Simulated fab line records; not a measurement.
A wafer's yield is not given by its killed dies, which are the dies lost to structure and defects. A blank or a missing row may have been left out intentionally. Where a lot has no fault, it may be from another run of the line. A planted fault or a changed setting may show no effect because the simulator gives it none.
Lot-split experiment / flow ritCmos / 5 lots, 23 wafers read, on a route of 202 steps

== THE SPLIT ==
At RIT_CONTACT_ETCH_11 (etches SiO2 in CHF3/CF4/Ar, stops on TiSi2, target depth 480 nm, time 320 s), the setting timeS was moved away from the recipe's 320 s on 9 of the 23 wafers read, by -7.3% to +10.2%. This setting was run at the recipe's value on the other wafers.

The split's own step is where the reading is taken.

== THE READING ==
NOVOLAK_of_CONTACT_COAT_03.thkNm (the simulator's own value, which no gauge read), in nm, at RIT_CONTACT_ETCH_11 (etches SiO2 in CHF3/CF4/Ar, stops on TiSi2, target depth 480 nm, time 320 s). There is no usual value for it anywhere in the file. Here, 14 wafers ran the recipe; their average is 767.0 nm with a standard deviation of 2.2 nm.

wafer=L076.1; tool, chamber at the split=rieDiel-03, 2; timeS as run, s=320; against the recipe=recipe; NOVOLAK_of_CONTACT_COAT_03.thkNm, nm=767.2; against lot-mates on the recipe=-
wafer=L076.2; tool, chamber at the split=rieDiel-03, 3; timeS as run, s=350.7; against the recipe=+9.6%; NOVOLAK_of_CONTACT_COAT_03.thkNm, nm=754.2; against lot-mates on the recipe=-12.1
wafer=L076.3; tool, chamber at the split=rieDiel-03, 0; timeS as run, s=320; against the recipe=recipe; NOVOLAK_of_CONTACT_COAT_03.thkNm, nm=765.4; against lot-mates on the recipe=-
wafer=L076.4; tool, chamber at the split=rieDiel-03, 1; timeS as run, s=350.7; against the recipe=+9.6%; NOVOLAK_of_CONTACT_COAT_03.thkNm, nm=755.1; against lot-mates on the recipe=-11.2
wafer=L076.6; tool, chamber at the split=rieDiel-03, 0; timeS as run, s=350.7; against the recipe=+9.6%; NOVOLAK_of_CONTACT_COAT_03.thkNm, nm=755.3; against lot-mates on the recipe=-11.0
wafer=L078.2; tool, chamber at the split=rieDiel-02, 1; timeS as run, s=320; against the recipe=recipe; NOVOLAK_of_CONTACT_COAT_03.thkNm, nm=763.3; against lot-mates on the recipe=-
wafer=L078.3; tool, chamber at the split=rieDiel-02, 3; timeS as run, s=296.8; against the recipe=-7.3%; NOVOLAK_of_CONTACT_COAT_03.thkNm, nm=770; against lot-mates on the recipe=+4.5
wafer=L078.4; tool, chamber at the split=rieDiel-02, 2; timeS as run, s=320; against the recipe=recipe; NOVOLAK_of_CONTACT_COAT_03.thkNm, nm=767.7; against lot-mates on the recipe=-
wafer=L078.5; tool, chamber at the split=rieDiel-02, 0; timeS as run, s=296.8; against the recipe=-7.3%; NOVOLAK_of_CONTACT_COAT_03.thkNm, nm=775.9; against lot-mates on the recipe=+10.4
wafer=L078.6; tool, chamber at the split=rieDiel-02, 3; timeS as run, s=296.8; against the recipe=-7.3%; NOVOLAK_of_CONTACT_COAT_03.thkNm, nm=773.5; against lot-mates on the recipe=+8.0
wafer=L080.2; tool, chamber at the split=rieDiel-01, 3; timeS as run, s=320; against the recipe=recipe; NOVOLAK_of_CONTACT_COAT_03.thkNm, nm=771.2; against lot-mates on the recipe=-
wafer=L080.3; tool, chamber at the split=rieDiel-01, 0,1; timeS as run, s=320; against the recipe=recipe; NOVOLAK_of_CONTACT_COAT_03.thkNm, nm=767.2; against lot-mates on the recipe=-
wafer=L080.5; tool, chamber at the split=rieDiel-01, 0,1; timeS as run, s=320; against the recipe=recipe; NOVOLAK_of_CONTACT_COAT_03.thkNm, nm=767.2; against lot-mates on the recipe=-
wafer=L081.1; tool, chamber at the split=rieDiel-02, 0; timeS as run, s=320; against the recipe=recipe; NOVOLAK_of_CONTACT_COAT_03.thkNm, nm=770.6; against lot-mates on the recipe=-
wafer=L081.2; tool, chamber at the split=rieDiel-02, 3; timeS as run, s=320; against the recipe=recipe; NOVOLAK_of_CONTACT_COAT_03.thkNm, nm=766.7; against lot-mates on the recipe=-
wafer=L081.3; tool, chamber at the split=rieDiel-02, 1; timeS as run, s=320; against the recipe=recipe; NOVOLAK_of_CONTACT_COAT_03.thkNm, nm=764.8; against lot-mates on the recipe=-
wafer=L081.5; tool, chamber at the split=rieDiel-02, 2; timeS as run, s=320; against the recipe=recipe; NOVOLAK_of_CONTACT_COAT_03.thkNm, nm=765.7; against lot-mates on the recipe=-
wafer=L081.6; tool, chamber at the split=rieDiel-02, 3; timeS as run, s=320; against the recipe=recipe; NOVOLAK_of_CONTACT_COAT_03.thkNm, nm=765.2; against lot-mates on the recipe=-
wafer=L084.1; tool, chamber at the split=rieDiel-02, 1; timeS as run, s=320; against the recipe=recipe; NOVOLAK_of_CONTACT_COAT_03.thkNm, nm=765.2; against lot-mates on the recipe=-
wafer=L084.2; tool, chamber at the split=rieDiel-02, 0; timeS as run, s=352.7; against the recipe=+10.2%; NOVOLAK_of_CONTACT_COAT_03.thkNm, nm=760.3; against lot-mates on the recipe=-7.4
wafer=L084.3; tool, chamber at the split=rieDiel-02, 3; timeS as run, s=352.7; against the recipe=+10.2%; NOVOLAK_of_CONTACT_COAT_03.thkNm, nm=752.5; against lot-mates on the recipe=-15.2
wafer=L084.4; tool, chamber at the split=rieDiel-02, 2; timeS as run, s=352.7; against the recipe=+10.2%; NOVOLAK_of_CONTACT_COAT_03.thkNm, nm=761.4; against lot-mates on the recipe=-6.3
wafer=L084.5; tool, chamber at the split=rieDiel-02, 2; timeS as run, s=320; against the recipe=recipe; NOVOLAK_of_CONTACT_COAT_03.thkNm, nm=770.1; against lot-mates on the recipe=-
Where a row lists several chambers, the file gives one row for several wafers and doesn't say which wafer went through which chamber.

FIT RESULTS
A straight line over all 23 wafers: NOVOLAK_of_CONTACT_COAT_03.thkNm changes by -0.996 nm for each +1% of timeS; r = -0.90; the points scatter about the line by 2.8 nm.
The same after taking each lot's own level away (the mean of its wafers on the recipe; 23 wafers): -1.06 nm for each +1%; r = -0.92; scatter 2.5 nm.
That fit puts the effect of the largest move of timeS on the reading at 11 nm.
From 765.50 to 768.53 nm: that is the span of the lots' own levels, equal to 1.4 times the standard deviation above.
The two slopes agree, so the slope changes little with the lot-to-lot level.
Check: -11.4 nm against its lot-mates is what the line predicts for one of the wafers moved furthest among these (+10.2%) when that wafer is left out of the fit. Against them it came out at -7.35 nm.

== OTHER SPLITS ON THESE WAFERS ==
Note: prior to the reading, these wafers also went through further splits. Each is held against what the fit with the lots' levels taken away leaves over:
other split on the same wafers=RIT_PLDD_DEVELOP_05 devTempC; wafers away from the commonest value=9; r with NOVOLAK_of_CONTACT_COAT_03.thkNm (lot level and that fit taken away)=-0.11

== FILE'S OWN FIT ==
NOVOLAK_of_CONTACT_COAT_03.thkNm changes by -1.06 nm for each +1% of timeS, r = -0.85.
